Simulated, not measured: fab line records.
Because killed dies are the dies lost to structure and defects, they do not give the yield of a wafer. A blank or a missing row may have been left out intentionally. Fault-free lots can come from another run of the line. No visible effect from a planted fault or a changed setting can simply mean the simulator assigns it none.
Code-filled problem report in 8D (eight disciplines) form | flow berkeleyCmos170 | the parts of the form that need people (team, actions taken, sign-off) are left out

1. WHAT WENT WRONG
Across 6 wafers from 2 lots, NSD_RS at UCB170_SDANNEAL_RS_MEAS_03 averages 34.63 ohm/sq, while fault-free wafers read 37.31 ohm/sq with a standard deviation of 0.088. Relative to the usual mean, that is a shift of -30 standard deviations.
The step: measures by four-point-probe.
First observed at day 9 14:17: wafer L116.1, on filmMetro-03. Wafers with a number at this step in the record: 42, from 14 lots. The rule behind "out" and "out of limits": a value lying over 4 standard deviations away from the usual mean. All remaining wafers that have a number are taken as sound.

2. WHAT IT IS; WHAT IT IS NOT
question                    | is                         | is not
which readings at this step | NSD_RS                     | -
which lots                  | L116, L117                 | L103, L104, L105, L106, L108, L110, L112, L114, L118, L120, L122, L123
which wafers of those lots  | all that have a number     | -
read on which gauges        | filmMetro-02, filmMetro-03 | filmMetro-04
when                        | from day 9 14:17           | up to then (24 sound wafers); but 12 sound wafers of L118, L120, L122, L123 came after

3. WHAT RULES OUT EACH SUSPECT
Counting: a tool at any process step up to the reading remains a suspect when it ran all the lots that are out and ran no sound lot after the first of those.
- the gauge at UCB170_SDANNEAL_RS_MEAS_03 has been ruled out. Those wafers that are out were read across 2 gauges (filmMetro-02, filmMetro-03).
- implanter-02 at UCB170_NSD_IMPLANT_08: kept. It processed each lot that is out, first L116 at day 9 12:47, and no sound lot thereafter; up to then, the last sound lot it processed was L110 at day 8 09:08. On those wafers its own readings are out: doseIonsCm2, faradayCurrentUA.
- plasmaAsher-03 at UCB170_NSD_STRIP_09 (strips in O2): ruled out as a lasting fault. Following L116 (day 9 12:56), the first lot on it that is out, the sound lots L122, L123 were run on it.
The count leaves implanter-02 at UCB170_NSD_IMPLANT_08.

4. THE CAUSE (what the simulator had put in)
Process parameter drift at UCB170_NSD_IMPLANT_08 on implanter-02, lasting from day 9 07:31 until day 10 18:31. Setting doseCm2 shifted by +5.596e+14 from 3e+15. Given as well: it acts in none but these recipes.
The count eliminated every tool but this one.

5. SEQUENCE OF EFFECTS, ordered by route
Rows list readings where the struck wafers' mean (over those with a number) sits beyond 3 standard deviations from the usual. Scope: only readings with a usual standard deviation given in the record; hours: median across lots of the time from each lot's start at the first step in this table that gives one to its start at this step; sigmas: change in usual standard deviations.
hours | step                       | reading              | usual        | on struck wafers | change      | sigmas
0     | UCB170_NSD_IMPLANT_08      | doseIonsCm2          | 3.0005e+15   | 3.5602e+15       | +5.5970e+14 | +99 or more
0     | UCB170_NSD_IMPLANT_08      | faradayCurrentUA     | 9237         | 10984            | +1746       | +9.7
0     | UCB170_NSD_STRIP_09        | oesProductAu         | 0.525 a.u.   | 0.508            | -0.017      | -3.8
0     | UCB170_NSD_STRIP_09        | stripTimeToEndpointS | 35.82 s      | 37.41            | +1.59       | +21
2     | UCB170_SDANNEAL_RS_MEAS_03 | NSD_RS               | 37.31 ohm/sq | 34.63            | -2.68       | -30
Its process steps:
- UCB170_NSD_IMPLANT_08
- UCB170_NSD_STRIP_09: strips in O2.

6. WHAT WOULD HAVE CAUGHT IT SOONER
In this record the first reading out of limits at a measuring or inspecting step was taken at day 9 14:17, 7 hours after the fault began at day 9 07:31.
At UCB170_NSD_IMPLANT_08, the tool's own readings (doseIonsCm2, faradayCurrentUA) were out on each struck wafer the step has a row for, so an alarm limit on them would have fired on the first such wafer.
L117, from the lots that are out (2), started UCB170_NSD_IMPLANT_08 on implanter-02 later than day 9 14:17. Putting the tool on hold at that point would have spared it.
